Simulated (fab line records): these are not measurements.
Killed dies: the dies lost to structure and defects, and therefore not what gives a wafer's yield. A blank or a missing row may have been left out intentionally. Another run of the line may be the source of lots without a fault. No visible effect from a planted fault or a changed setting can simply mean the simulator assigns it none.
fab line records	flow berkeley_cmos170
record lots=5	wafers=15	last_day=9
route steps=331 shown NWELL@21 PWELL@34 WELLDRIVE@55
lots that met no fault: from a run of the same line without faults
start_h: hours from the record's opening day to when the first of the lot's shown wafers began	wait_h: hours since the lot's step before	" repeats the value in the row above	L1.1+2: a single row standing in for several wafers	- no value present, or no start provided	* or withheld: withheld	< > ~ a bound
route shown NAME@n: a module of which the file shows steps, and the number in the route of the first	usual: the fault-free wafers' mean and standard deviation	same: alike in all rows	chamber/n: place in a boat	sites: per-site readings	_std_site: their standard deviation	_edge_site: mean of outer sites minus mean of inner sites	radius_mm: for every site, how far away it sits from the centre of the wafer	mask NAME#n: copy n	behind: tool/chamber where the wafer was last shaped	hold: why the lot went on hold/how many hours it stayed there/how the hold came to an end	device: which transistor (n, p or np) failed to switch	end of line: tests of these same wafers at the route's end	a step with no rows: only its recipe	killed: dies lost to structure and defects at the first sort, not the wafer's yield	map: shows each die of a wafer: x if killed, . if not, _ if none is there
set.NAME: the setting the step ran with; set.NAME@STEP: the setting that earlier step ran with	model.NAME: the simulator's own value behind a step, which no gauge read
lots at selected steps of the route; one table per step, one row per wafer
services: from which hour (start_h, from the record's first day; less than 0 if before it) a tool's chamber was out of use, for how many hours, and why
## steps
# step UCB170_NWELL_COAT_07
# recipe resist=KrF	spin_rpm=1500	resist_thk_nm=900
# usual spin_speed_rpm=1499.9/0.96
lot.wafer	tool	chamber	start_h	wait_h	spin_speed_rpm
L080.4	litho_track-01	0	63.10	0.1	1499.3
L080.5	"	0	"	"	1501.0
L080.6	"	0	"	"	1499.6
L083.1	litho_track-03	0	73.99	0.1	1500.8
L083.3	"	0	"	"	1499.4
L083.4	"	0	"	"	1500.6
L082.2	litho_track-02	0	74.02	0.1	1500.5
L082.5	"	0	"	"	1500.5
L082.6	"	0	"	"	1500.3
L089.1	litho_track-01	0	101.85	0.1	1499.8
L089.3	"	0	"	"	1497.9
L089.6	"	0	"	"	1498.4
L090.1	litho_track-03	0	107.24	0.1	1500.5
L090.2	"	0	"	"	1499.4
L090.5	"	0	"	"	1500.9
# step UCB170_NWELL_SOFTBAKE_08
# recipe resist=KrF	temp_c=130	time_s=60
# same time_s=60
lot.wafer	tool	chamber	start_h	wait_h
L080.4+5+6	litho_track-01	0	63.25	0.1
L083.1+3+4	litho_track-03	0	74.14	0.1
L082.2+5+6	litho_track-02	0	74.17	0.1
L089.1+3+6	litho_track-01	0	102.00	0.1
L090.1+2+5	litho_track-03	0	107.39	0.1
# step UCB170_NWELL_EXPOSE_09
# recipe mask_id=NWELL	target_cd_nm=3000	na=0.5	sigma_outer=0.6	source_shape=conventional	dose_mj=25
# usual focus_offset_nm=0.1/0.48
# same sigma_outer=0.6
lot.wafer	tool	chamber	start_h	wait_h	mask	focus_offset_nm
L080.4	krf_scanner-01	0	63.51	0.2	NWELL#0	0.4
L080.5	"	0	"	"	NWELL#0	-0.1
L080.6	"	0	"	"	NWELL#0	0.0
L082.2	krf_scanner-02	0	74.31	0.1	NWELL#0	-0.6
L082.5	"	0	"	"	NWELL#0	-0.9
L082.6	"	0	"	"	NWELL#0	-0.8
L083.1	krf_scanner-01	0	74.53	0.4	NWELL#0	-0.3
L083.3	"	0	"	"	NWELL#0	0.1
L083.4	"	0	"	"	NWELL#0	0.4
L089.1	krf_scanner-02	0	102.34	0.3	NWELL#0	0.7
L089.3	"	0	"	"	NWELL#0	0.3
L089.6	"	0	"	"	NWELL#0	0.9
L090.1	krf_scanner-01	0	107.67	0.2	NWELL#0	0.1
L090.2	"	0	"	"	NWELL#0	-0.5
L090.5	"	0	"	"	NWELL#0	-0.3
# step UCB170_NWELL_PEB_10
# recipe peb_temp_c=130	peb_time_s=withheld	resist=KrF
lot.wafer	tool	chamber	start_h	wait_h
L080.4+5+6	litho_track-03	0	63.85	0.3
L082.2+5+6	litho_track-01	0	74.54	0.2
L083.1+3+4	litho_track-03	0	74.74	0.2
L089.1+3+6	litho_track-02	0	102.94	0.6
L090.1+2+5	litho_track-02	0	107.78	0.1
# step UCB170_NWELL_DEVELOP_11
# recipe developer=TMAH	develop_time_s=45	resist=KrF	dev_temp_c=21
# usual developer_temp_C=20.99/0.11
lot.wafer	tool	chamber	start_h	wait_h	developer_temp_C
L080.4	litho_track-03	0	-	-	20.95
L080.5	"	0	"	"	20.93
L080.6	"	0	"	"	20.91
L082.2	litho_track-01	0	-	-	20.84
L082.5	"	0	"	"	20.86
L082.6	"	0	"	"	20.88
L083.1	litho_track-03	0	-	-	21.05
L083.3	"	0	"	"	21.15
L083.4	"	0	"	"	20.98
L089.1	litho_track-02	0	-	-	20.88
L089.3	"	0	"	"	21.16
L089.6	"	0	"	"	21.11
L090.1	litho_track-02	0	-	-	20.99
L090.2	"	0	"	"	21.00
L090.5	"	0	"	"	20.92
# step UCB170_NWELL_OVL_MEAS_12
# usual NWELL_OVL=-2/5.8
lot.wafer	tool	chamber	start_h	wait_h	NWELL_OVL[nm]
L080.4	overlay-01	-	64.07	-	4
L080.5	"	-	"	"	0
L080.6	"	-	"	"	-1
L082.2	overlay-01	-	74.80	-	-8
L082.5	"	-	"	"	-10
L082.6	"	-	"	"	-10
L083.1	overlay-02	-	75.02	-	-13
L083.3	"	-	"	"	1
L083.4	"	-	"	"	-7
L089.1	overlay-01	-	103.22	-	-7
L089.3	"	-	"	"	-10
L089.6	"	-	"	"	-5
L090.1	overlay-02	-	108.06	-	2
L090.2	"	-	"	"	-6
L090.5	"	-	"	"	0
# step UCB170_NWELL_ETCH_13
# recipe chemistry=CH3F/Ar/O2	target=Si3N4	stop_on=SiO2	CH3F_flow_sccm=20	Ar_flow_sccm=50	O2_flow_sccm=7	pressure_mtorr=50	rf_w=450	target_depth_a=2464	over_etch_frac=0.1	time_s=154
# usual drypump_motor_current_A=5.7/0.45	oes_product_au=0.940/0.016	throttle_valve_pct=8.15/0.11
# same over_etch_frac=0.1	time_s=154
lot.wafer	tool	chamber	start_h	wait_h	drypump_motor_current_A	oes_product_au	rf_hours_counter_h	throttle_valve_pct
L080.4	rie_diel-01	2	64.09	0.0	6.5	0.935	88	8.18
L080.5	"	0	"	"	5.1	0.917	-	8.12
L080.6	"	1	"	"	5.9	0.941	-	8.16
L082.2	rie_diel-01	0	74.83	0.0	5.0	0.942	13	8.12
L082.5	"	1	"	"	5.9	0.949	-	8.17
L082.6	"	0	"	"	5.0	0.934	-	8.11
L083.1	rie_diel-04	3	75.05	0.0	5.7	0.958	110	7.97
L083.3	"	2	"	"	5.4	0.925	119	8.20
L083.4	"	1	"	"	6.3	0.935	96	8.05
L089.1	rie_diel-04	2	103.25	0.0	5.4	0.920	120	8.19
L089.3	"	1	"	"	6.4	0.916	98	8.05
L089.6	"	0	"	"	5.7	0.950	-	8.27
L090.1	rie_diel-01	0	108.09	0.0	5.0	0.944	15	8.12
L090.2	"	1	"	"	5.9	0.960	155	8.16
L090.5	"	0	"	"	5.0	0.943	-	8.12
# step UCB170_NWELL_IMPLANT_14
# recipe species=P	dose_cm2=1e+13	energy_kev=150	tilt_deg=7
# usual beam_energy_keV=150.00/0.04	tilt_deg=7.002/0.016
# same implant_ion_amu=31
lot.wafer	tool	chamber	start_h	wait_h	beam_energy_keV	tilt_deg
L080.4	implanter-04	0	64.27	0.1	150.02	6.974
L080.5	"	0	"	"	149.98	7.013
L080.6	"	0	"	"	150.00	6.989
L082.2	implanter-03	0	74.95	0.1	149.98	7.004
L082.5	"	0	"	"	150.07	7.035
L082.6	"	0	"	"	149.97	7.036
L083.1	implanter-02	0	75.15	0.1	149.99	7.040
L083.3	"	0	"	"	150.02	6.987
L083.4	"	0	"	"	149.98	7.015
L089.1	implanter-03	0	103.36	0.1	149.99	7.004
L089.3	"	0	"	"	150.08	7.007
L089.6	"	0	"	"	149.96	6.995
L090.1	implanter-02	0	108.20	0.1	149.93	7.017
L090.2	"	0	"	"	150.01	7.013
L090.5	"	0	"	"	150.00	7.022
# step UCB170_NWELL_STRIP_15
# recipe chemistry=O2	power_w=400	pressure_mtorr=3500	platen_temp_c=withheld	o2_flow_sccm=400	overash_fraction=0.5
# usual drypump_motor_current_A=5.95/0.17	oes_product_au=0.721/0.0041	strip_time_to_endpoint_s=18.12/0.071
lot.wafer	tool	chamber	start_h	wait_h	drypump_motor_current_A	oes_product_au	rf_hours_counter_h	strip_time_to_endpoint_s
L080.4	plasma_asher-04	1	64.37	0.1	6.20	0.720	-	18.14
L080.5	"	1	"	"	6.22	0.719	-	18.11
L080.6	"	0	"	"	5.82	0.715	-	18.13
L082.2	plasma_asher-03	0	75.08	0.1	6.00	0.714	35	18.12
L082.5	"	0	"	"	6.01	0.717	-	18.00
L082.6	"	1	"	"	5.74	0.725	-	18.10
L083.1	plasma_asher-04	0	75.30	0.1	5.81	0.719	38	18.08
L083.3	"	0	"	"	5.82	0.725	-	18.13
L083.4	"	1	"	"	6.22	0.721	-	18.20
L089.1	plasma_asher-02	1	103.51	0.1	6.06	0.725	37	18.23
L089.3	"	0	"	"	5.90	0.725	-	18.30
L089.6	"	0	"	"	5.90	0.720	-	18.24
L090.1	plasma_asher-03	1	108.35	0.1	5.74	0.725	39	18.16
L090.2	"	0	"	"	6.01	0.724	39	18.18
L090.5	"	0	"	"	6.01	0.721	-	18.08
# step UCB170_NWELL_TW_MEAS_16
# usual NWELL_TW=1245/4.7
lot.wafer	tool	chamber	start_h	wait_h	NWELL_TW
L080.4	film_metro-02	-	64.47	0.1	1243
L080.5	"	-	"	"	1239
L080.6	"	-	"	"	1243
L082.2	film_metro-04	-	75.19	0.1	1254
L082.5	"	-	"	"	1247
L082.6	"	-	"	"	1252
L083.1	film_metro-04	-	75.40	0.1	1243
L083.3	"	-	"	"	1244
L083.4	"	-	"	"	1245
L089.1	film_metro-02	-	103.60	0.1	1240
L089.3	"	-	"	"	1238
L089.6	"	-	"	"	1243
L090.1	film_metro-04	-	108.45	0.1	1238
L090.2	"	-	"	"	1239
L090.5	"	-	"	"	1242
# step UCB170_NWELL_CLEAN_17
# recipe chemistry=SPM	temp_c=120	time_s=600
# same time_s=600
lot.wafer	tool	chamber	start_h	wait_h
L080.4+5+6	wet_bench-04	0	64.50	0.0
L082.2+5+6	wet_bench-02	2	77.38	2.2
L083.1+3+4	wet_bench-02	3	77.38	2.0
L089.1+3+6	wet_bench-02	1	107.49	3.9
L090.1+2+5	wet_bench-04	3	108.55	0.1
# step UCB170_NWELL_WET_ETCH_18
# recipe chemistry=H3PO4	target=Si3N4	temp_c=160	time_s=14400
# same time_s=14400
lot.wafer	tool	chamber	start_h	wait_h
L080.4+5+6	wet_bench-03	1	64.68	0.0
L082.2+5+6	wet_bench-04	1	77.82	0.3
L083.1+3+4	wet_bench-04	0	77.82	0.3
L089.1+3+6	wet_bench-02	1	107.96	0.3
L090.1+2+5	wet_bench-04	0	108.90	0.2
# step UCB170_NWELL_WET_ETCH_19
# recipe chemistry=BOE	dilution=5:1	target=SiO2	temp_c=25	time_s=22
# same time_s=22
lot.wafer	tool	chamber	start_h	wait_h
L080.4+5+6	wet_bench-03	3	69.05	0.0
L082.2+5+6	wet_bench-02	1	82.19	0.0
L083.1+3+4	wet_bench-02	3	82.19	0.0
L089.1+3+6	wet_bench-03	2	112.52	0.2
L090.1+2+5	wet_bench-02	1	112.91	0.0
# step UCB170_PWELL_CLEAN_00
# recipe chemistry=SPM	temp_c=120	time_s=600
# same time_s=600
lot.wafer	tool	chamber	start_h	wait_h
L080.4+5+6	wet_bench-03	1	69.06	0.0
L082.2+5+6	wet_bench-02	0	82.20	0.0
L083.1+3+4	wet_bench-02	3	82.20	0.0
L089.1+3+6	wet_bench-03	0	112.55	0.0
L090.1+2+5	wet_bench-03	2	112.93	0.0
# step UCB170_PWELL_CLEAN_01
# recipe chemistry=dHF	dilution=25:1	time_s=60
# same time_s=60
lot.wafer	tool	chamber	start_h	wait_h
L080.4+5+6	wet_bench-04	1	69.25	0.0
L082.2+5+6	wet_bench-02	2	82.55	0.2
L083.1+3+4	wet_bench-02	3	82.55	0.2
L089.1+3+6	wet_bench-02	2	112.77	0.0
L090.1+2+5	wet_bench-04	1	113.10	0.0
# step UCB170_PWELL_OXIDATION_02
# recipe temp_c=1000	ambient=O2	target_thk_a=264	ox_time_s=1260
# usual tube_center_temp_C=1000/0.089
lot.wafer	tool	chamber	start_h	wait_h	tube_center_temp_C
L080.4	furnace-02	0	71.27	2.0	999.96
L080.5	"	0	"	"	1000.1
L080.6	"	0	"	"	1000.1
L082.2	furnace-03	0	85.48	2.9	1000.1
L082.5	"	0	"	"	1000.1
L082.6	"	0	"	"	1000.1
L083.1	furnace-03	0	85.48	2.9	1000
L083.3	"	0	"	"	1000
L083.4	"	0	"	"	1000
L089.1	furnace-01	0	114.89	2.1	999.99
L089.3	"	0	"	"	999.95
L089.6	"	0	"	"	1000.1
L090.1	furnace-01	0	114.89	1.8	1000.1
L090.2	"	0	"	"	999.93
L090.5	"	0	"	"	1000
# step UCB170_PWELL_THK_MEAS_03
# recipe reads=SiO2_of_PWELL_OXIDATION_02
# usual PWELL_OXIDE_THK=26.4/0.43
lot.wafer	tool	chamber	start_h	wait_h	PWELL_OXIDE_THK[nm]
L080.4	film_metro-03	-	72.65	0.0	25.8
L080.5	"	-	"	"	26.0
L080.6	"	-	"	"	25.6
L083.1	film_metro-01	-	86.83	0.0	26.7
L083.3	"	-	"	"	26.5
L083.4	"	-	"	"	26.9
L082.2	film_metro-03	-	86.84	0.0	27.2
L082.5	"	-	"	"	27.2
L082.6	"	-	"	"	27.2
L089.1	film_metro-03	-	116.24	0.0	26.8
L089.3	"	-	"	"	27.1
L089.6	"	-	"	"	27.1
L090.1	film_metro-04	-	116.24	0.0	26.2
L090.2	"	-	"	"	26.3
L090.5	"	-	"	"	26.0
# step UCB170_PWELL_ANNEAL_04
# recipe temp_c=1000	time_s=900	ambient=N2
# usual tube_center_temp_C=1000/0.081
# same time_s=900
lot.wafer	tool	chamber	start_h	wait_h	tube_center_temp_C
L080.4	furnace-01	0	75.20	2.5	1000.1
L080.5	"	0	"	"	999.96
L080.6	"	0	"	"	1000
L082.2	furnace-01	0	89.05	2.2	1000.2
L082.5	"	0	"	"	1000.1
L082.6	"	0	"	"	1000.1
L083.1	furnace-01	0	89.05	2.2	999.91
L083.3	"	0	"	"	1000
L083.4	"	0	"	"	999.96
L089.1	furnace-01	0	119.07	2.8	999.92
L089.3	"	0	"	"	999.85
L089.6	"	0	"	"	999.84
L090.1	furnace-01	0	119.07	2.8	1000.2
L090.2	"	0	"	"	999.94
L090.5	"	0	"	"	1000.1
# step UCB170_PWELL_CVD_05
# recipe material=Si3N4	target_thk_nm=220	temp_c=800	precursor=SiH2Cl2/NH3	time_s=3300	pressure_mtorr=200	sih2cl2_flow_sccm=25	nh3_flow_sccm=75
# same time_s=3300
lot.wafer	tool	chamber	start_h	wait_h
L080.4+5+6	lpcvd-01	1	76.46	0.0
L082.2+5+6	lpcvd-02	1	90.30	0.0
L083.1+3+4	lpcvd-02	0	90.30	0.0
L089.1+3+6	lpcvd-01	1	120.87	0.5
L090.1+2+5	lpcvd-01	0	120.87	0.5
# step UCB170_PWELL_THK_MEAS_06
# recipe reads=Si3N4_of_PWELL_CVD_05
# usual PWELL_NITRIDE_THK=218.9/2.5
lot.wafer	tool	chamber	start_h	wait_h	PWELL_NITRIDE_THK[nm]
L080.4	film_metro-04	-	79.36	0.0	221.4
L080.5	"	-	"	"	220.6
L080.6	"	-	"	"	221.6
L083.1	film_metro-03	-	92.21	0.0	223.8
L083.3	"	-	"	"	222.8
L083.4	"	-	"	"	224.7
L082.2	film_metro-01	-	92.22	0.0	221.2
L082.5	"	-	"	"	221.1
L082.6	"	-	"	"	222.0
L089.1	film_metro-03	-	122.79	0.0	221.0
L089.3	"	-	"	"	220.0
L089.6	"	-	"	"	217.6
L090.1	film_metro-04	-	122.79	0.0	216.3
L090.2	"	-	"	"	217.9
L090.5	"	-	"	"	217.8
# step UCB170_PWELL_HMDS_07
# recipe prime_time_s=60	prime_temp_c=100
lot.wafer	tool	chamber	start_h	wait_h
L080.4+5+6	litho_track-04	0	80.36	1.0
L083.1+3+4	litho_track-01	0	92.52	0.3
L082.2+5+6	litho_track-03	0	92.62	0.4
L089.1+3+6	litho_track-01	0	123.00	0.2
L090.1+2+5	litho_track-03	0	123.10	0.3
# step UCB170_PWELL_COAT_08
# recipe resist=KrF	spin_rpm=1500	resist_thk_nm=900
# usual spin_speed_rpm=1499.8/1
lot.wafer	tool	chamber	start_h	wait_h	spin_speed_rpm
L080.4	litho_track-04	0	80.51	0.1	1500.3
L080.5	"	0	"	"	1500.8
L080.6	"	0	"	"	1498.4
L083.1	litho_track-01	0	92.67	0.1	1501.6
L083.3	"	0	"	"	1499.8
L083.4	"	0	"	"	1499.7
L082.2	litho_track-03	0	92.77	0.1	1499.5
L082.5	"	0	"	"	1499.2
L082.6	"	0	"	"	1499.0
L089.1	litho_track-01	0	123.15	0.1	1500.1
L089.3	"	0	"	"	1498.9
L089.6	"	0	"	"	1499.4
L090.1	litho_track-03	0	123.25	0.1	1499.3
L090.2	"	0	"	"	1500.3
L090.5	"	0	"	"	1500.1
# step UCB170_PWELL_SOFTBAKE_09
# recipe resist=KrF	temp_c=130	time_s=60
# same time_s=60
lot.wafer	tool	chamber	start_h	wait_h
L080.4+5+6	litho_track-04	0	80.66	0.1
L083.1+3+4	litho_track-01	0	92.82	0.1
L082.2+5+6	litho_track-03	0	92.92	0.1
L089.1+3+6	litho_track-01	0	123.30	0.1
L090.1+2+5	litho_track-03	0	123.40	0.1
# step UCB170_PWELL_EXPOSE_10
# recipe mask_id=PWELL	target_cd_nm=3000	na=0.5	sigma_outer=0.6	source_shape=conventional	dose_mj=19
# usual focus_offset_nm=0.0/0.6
# same sigma_outer=0.6
lot.wafer	tool	chamber	start_h	wait_h	mask	focus_offset_nm
L080.4	krf_scanner-02	0	81.00	0.3	PWELL#0	-1.0
L080.5	"	0	"	"	PWELL#0	-0.9
L080.6	"	0	"	"	PWELL#0	-0.6
L083.1	krf_scanner-01	0	93.13	0.3	PWELL#0	0.3
L083.3	"	0	"	"	PWELL#0	0.5
L083.4	"	0	"	"	PWELL#0	0.7
L082.2	krf_scanner-01	0	93.26	0.3	PWELL#0	-0.7
L082.5	"	0	"	"	PWELL#0	-0.3
L082.6	"	0	"	"	PWELL#0	-0.3
L089.1	krf_scanner-02	0	-	-	PWELL#0	-1.1
L089.3	"	0	"	"	PWELL#0	-0.2
L089.6	"	0	"	"	PWELL#0	-0.5
L090.1	krf_scanner-01	0	123.70	0.3	PWELL#0	0.1
L090.2	"	0	"	"	PWELL#0	-0.8
L090.5	"	0	"	"	PWELL#0	-0.6
# step UCB170_PWELL_PEB_11
# recipe peb_temp_c=130	peb_time_s=withheld	resist=KrF
lot.wafer	tool	chamber	start_h	wait_h
L080.4+5+6	litho_track-03	0	81.60	0.6
L083.1+3+4	litho_track-03	0	93.32	0.2
L082.2+5+6	litho_track-01	0	93.45	0.2
L089.1+3+6	litho_track-01	0	-	-
L090.1+2+5	litho_track-03	0	124.73	1.0
# step UCB170_PWELL_DEVELOP_12
# recipe developer=TMAH	develop_time_s=45	resist=KrF	dev_temp_c=21
# usual developer_temp_C=21.00/0.092
lot.wafer	tool	chamber	start_h	wait_h	developer_temp_C
L080.4	litho_track-03	0	-	-	20.95
L080.5	"	0	"	"	20.88
L080.6	"	0	"	"	21.05
L083.1	litho_track-03	0	-	-	20.94
L083.3	"	0	"	"	20.93
L083.4	"	0	"	"	21.10
L082.2	litho_track-01	0	-	-	20.92
L082.5	"	0	"	"	21.13
L082.6	"	0	"	"	20.91
L089.1	litho_track-01	0	-	-	21.00
L089.3	"	0	"	"	20.92
L089.6	"	0	"	"	21.08
L090.1	litho_track-03	0	-	-	20.93
L090.2	"	0	"	"	21.07
L090.5	"	0	"	"	21.06
# step UCB170_PWELL_OVL_MEAS_13
# usual PWELL_OVL=-3/5.1
lot.wafer	tool	chamber	start_h	wait_h	PWELL_OVL[nm]
L080.4	overlay-02	-	81.82	-	-1
L080.5	"	-	"	"	-4
L080.6	"	-	"	"	-2
L083.1	overlay-01	-	93.59	-	6
L083.3	"	-	"	"	1
L083.4	"	-	"	"	0
L082.2	overlay-02	-	93.71	-	-6
L082.5	"	-	"	"	-4
L082.6	"	-	"	"	-4
L089.1	overlay-01	-	124.90	-	-8
L089.3	"	-	"	"	-13
L089.6	"	-	"	"	1
L090.1	overlay-02	-	125.00	-	-3
L090.2	"	-	"	"	-2
L090.5	"	-	"	"	-8
# step UCB170_PWELL_ETCH_14
# recipe chemistry=CH3F/Ar/O2	target=Si3N4	stop_on=SiO2	CH3F_flow_sccm=20	Ar_flow_sccm=50	O2_flow_sccm=7	pressure_mtorr=50	rf_w=450	target_depth_a=2420	over_etch_frac=0.1	time_s=151
# usual drypump_motor_current_A=5.7/0.46	oes_product_au=0.945/0.015	throttle_valve_pct=8.11/0.1
# same over_etch_frac=0.1	time_s=151
lot.wafer	tool	chamber	start_h	wait_h	drypump_motor_current_A	oes_product_au	rf_hours_counter_h	throttle_valve_pct
L080.4	rie_diel-03	0	81.88	0.1	5.7	0.951	-	7.99
L080.5	"	2	"	"	6.2	0.949	-	8.11
L080.6	"	1	"	"	5.6	0.942	-	8.15
L083.1	rie_diel-01	1	93.63	0.0	5.9	0.964	154	8.16
L083.3	"	0	"	"	5.0	0.947	14	8.14
L083.4	"	0	"	"	5.0	0.944	-	8.12
L082.2	rie_diel-02	0	93.74	0.0	6.0	0.956	29	8.15
L082.5	"	2	"	"	5.4	0.944	-	8.32
L082.6	"	3	"	"	5.8	0.979	-	8.09
L089.1	rie_diel-01	0	124.94	0.0	5.1	0.940	16	8.13
L089.3	"	1	"	"	5.8	0.953	156	8.15
L089.6	"	1	"	"	5.9	0.945	-	8.18
L090.1	rie_diel-02	3	125.04	0.0	5.8	0.958	10	8.09
L090.2	"	1	"	"	5.2	0.934	106	7.96
L090.5	"	2	"	"	5.3	0.937	-	8.28
# step UCB170_PWELL_IMPLANT_15
# recipe species=B	dose_cm2=5e+12	energy_kev=60	tilt_deg=7
# usual beam_energy_keV=59.999/0.02	tilt_deg=7.003/0.021
# same implant_ion_amu=11
lot.wafer	tool	chamber	start_h	wait_h	beam_energy_keV	tilt_deg
L080.4	implanter-04	0	82.01	0.1	60.019	7.021
L080.5	"	0	"	"	60.003	7.012
L080.6	"	0	"	"	59.980	7.001
L083.1	implanter-01	0	93.73	0.1	60.010	7.016
L083.3	"	0	"	"	59.998	6.986
L083.4	"	0	"	"	60.012	6.993
L082.2	implanter-04	0	93.86	0.1	59.981	7.022
L082.5	"	0	"	"	60.012	7.032
L082.6	"	0	"	"	59.997	7.029
L089.1	implanter-04	0	125.04	0.1	59.999	7.033
L089.3	"	0	"	"	60.003	7.018
L089.6	"	0	"	"	59.969	7.019
L090.1	implanter-01	0	125.14	0.1	59.970	6.978
L090.2	"	0	"	"	59.994	7.015
L090.5	"	0	"	"	59.997	6.986
# step UCB170_PWELL_STRIP_16
# recipe chemistry=O2	power_w=400	pressure_mtorr=3500	platen_temp_c=withheld	o2_flow_sccm=400	overash_fraction=0.5
# usual drypump_motor_current_A=5.83/0.25	oes_product_au=0.721/0.0046	strip_time_to_endpoint_s=18.13/0.11
lot.wafer	tool	chamber	start_h	wait_h	drypump_motor_current_A	oes_product_au	rf_hours_counter_h	strip_time_to_endpoint_s
L080.4	plasma_asher-03	0	82.12	0.1	6.01	0.719	-	18.35
L080.5	"	0	"	"	5.99	0.719	-	17.91
L080.6	"	1	"	"	5.71	0.720	-	18.09
L083.1	plasma_asher-01	0	93.88	0.1	5.51	0.719	30	18.25
L083.3	"	1	"	"	5.59	0.714	-	18.29
L083.4	"	0	"	"	5.51	0.725	-	18.27
L082.2	plasma_asher-03	1	93.99	0.1	5.69	0.726	38	18.01
L082.5	"	0	"	"	6.01	0.717	-	18.09
L082.6	"	1	"	"	5.72	0.720	-	17.94
L089.1	plasma_asher-04	1	125.19	0.1	6.18	0.725	45	18.29
L089.3	"	1	"	"	6.18	0.717	-	18.17
L089.6	"	1	"	"	6.19	0.721	-	18.19
L090.1	plasma_asher-04	1	125.29	0.1	6.21	0.729	45	17.98
L090.2	"	0	"	"	5.82	0.721	45	18.00
L090.5	"	0	"	"	5.83	0.716	-	18.03
# step UCB170_PWELL_TW_MEAS_17
# usual PWELL_TW=375/4.2
lot.wafer	tool	chamber	start_h	wait_h	PWELL_TW
L080.4	film_metro-04	-	82.21	0.1	379
L080.5	"	-	"	"	376
L080.6	"	-	"	"	380
L083.1	film_metro-04	-	93.99	0.1	377
L083.3	"	-	"	"	377
L083.4	"	-	"	"	379
L082.2	film_metro-04	-	94.10	0.1	378
L082.5	"	-	"	"	379
L082.6	"	-	"	"	379
L089.1	film_metro-01	-	125.29	0.1	379
L089.3	"	-	"	"	379
L089.6	"	-	"	"	380
L090.1	film_metro-03	-	125.39	0.1	368
L090.2	"	-	"	"	370
L090.5	"	-	"	"	370
# step UCB170_PWELL_CLEAN_18
# recipe chemistry=SPM	temp_c=120	time_s=600
# same time_s=600
lot.wafer	tool	chamber	start_h	wait_h
L080.4+5+6	wet_bench-02	3	82.38	0.2
L082.2+5+6	wet_bench-02	0	94.17	0.1
L083.1+3+4	wet_bench-02	0	94.17	0.2
L089.1+3+6	wet_bench-02	3	125.35	0.1
L090.1+2+5	wet_bench-02	2	125.52	0.1
# step UCB170_PWELL_WET_ETCH_19
# recipe chemistry=H3PO4	target=Si3N4	temp_c=160	time_s=14400
# same time_s=14400
lot.wafer	tool	chamber	start_h	wait_h
L080.4+5+6	wet_bench-02	1	82.58	0.0
L082.2+5+6	wet_bench-02	2	94.43	0.0
L083.1+3+4	wet_bench-02	1	94.43	0.0
L089.1+3+6	wet_bench-02	3	125.70	0.2
L090.1+2+5	wet_bench-04	3	127.07	1.4
# step UCB170_PWELL_WET_ETCH_20
# recipe chemistry=BOE	dilution=5:1	target=SiO2	temp_c=25	time_s=22
# same time_s=22
lot.wafer	tool	chamber	start_h	wait_h
L080.4+5+6	wet_bench-02	1	86.78	0.2
L082.2+5+6	wet_bench-04	1	99.20	0.0
L083.1+3+4	wet_bench-04	2	99.20	0.0
L089.1+3+6	wet_bench-02	3	130.08	0.4
L090.1+2+5	wet_bench-04	0	131.43	0.3
# step UCB170_WELLDRIVE_CLEAN_00
# recipe chemistry=SPM	temp_c=120	time_s=600
# same time_s=600
lot.wafer	tool	chamber	start_h	wait_h
L080.4+5+6	wet_bench-02	1	86.98	0.2
L082.2+5+6	wet_bench-04	2	99.21	0.0
L083.1+3+4	wet_bench-04	1	99.21	0.0
L089.1+3+6	wet_bench-04	2	131.08	1.0
L090.1+2+5	wet_bench-04	3	131.62	0.2
# step UCB170_WELLDRIVE_OXIDATION_01
# recipe temp_c=1100	ambient=O2	target_thk_a=1990	ox_time_s=9000
# usual tube_center_temp_C=1100.0/0.11
lot.wafer	tool	chamber	start_h	wait_h	tube_center_temp_C
L080.4	furnace-04	0	88.61	1.4	1099.7
L080.5	"	0	"	"	1100.0
L080.6	"	0	"	"	1100.1
L082.2	furnace-04	0	102.38	3.0	1100.0
L082.5	"	0	"	"	1100.1
L082.6	"	0	"	"	1100.1
L083.1	furnace-04	0	102.38	3.0	1099.8
L083.3	"	0	"	"	1099.9
L083.4	"	0	"	"	1099.8
L089.1	furnace-03	0	133.40	2.1	1100.2
L089.3	"	0	"	"	1100.0
L089.6	"	0	"	"	1099.9
L090.1	furnace-03	0	133.40	1.6	1100.1
L090.2	"	0	"	"	1099.9
L090.5	"	0	"	"	1100.0
## services
tool	chamber	start_h	hours	kind
implanter-02	-	41.63	4.0	repair
rie_diel-02	2	47.21	12.6	repair
implanter-02	-	51.22	6.8	repair
implanter-02	-	58.91	10.6	repair
lpcvd-02	-	60.76	2.8	pm
implanter-02	-	76.06	2.6	repair
plasma_asher-03	-	79.67	0.7	repair
rie_diel-03	3	80.75	16.1	repair
furnace-03	-	81.64	3.8	pm
implanter-04	-	82.64	2.4	repair
krf_scanner-01	-	91.67	0.8	pm
rie_diel-01	3	91.86	16.3	repair
krf_scanner-02	-	92.42	1.0	pm
furnace-03	-	96.61	3.6	pm
implanter-02	-	100.22	1.4	repair
implanter-04	-	102.09	2.0	repair
krf_scanner-02	-	103.67	1.3	pm
krf_scanner-01	-	108.35	0.8	repair
plasma_asher-02	-	108.75	9.0	pm
krf_scanner-01	-	109.67	1.3	pm
krf_scanner-02	-	114.97	0.8	pm
plasma_asher-04	-	121.70	2.8	pm
rie_diel-01	3	124.84	-	clean
rie_diel-01	3	124.84	24.0	scheduled_down
## key
fault none
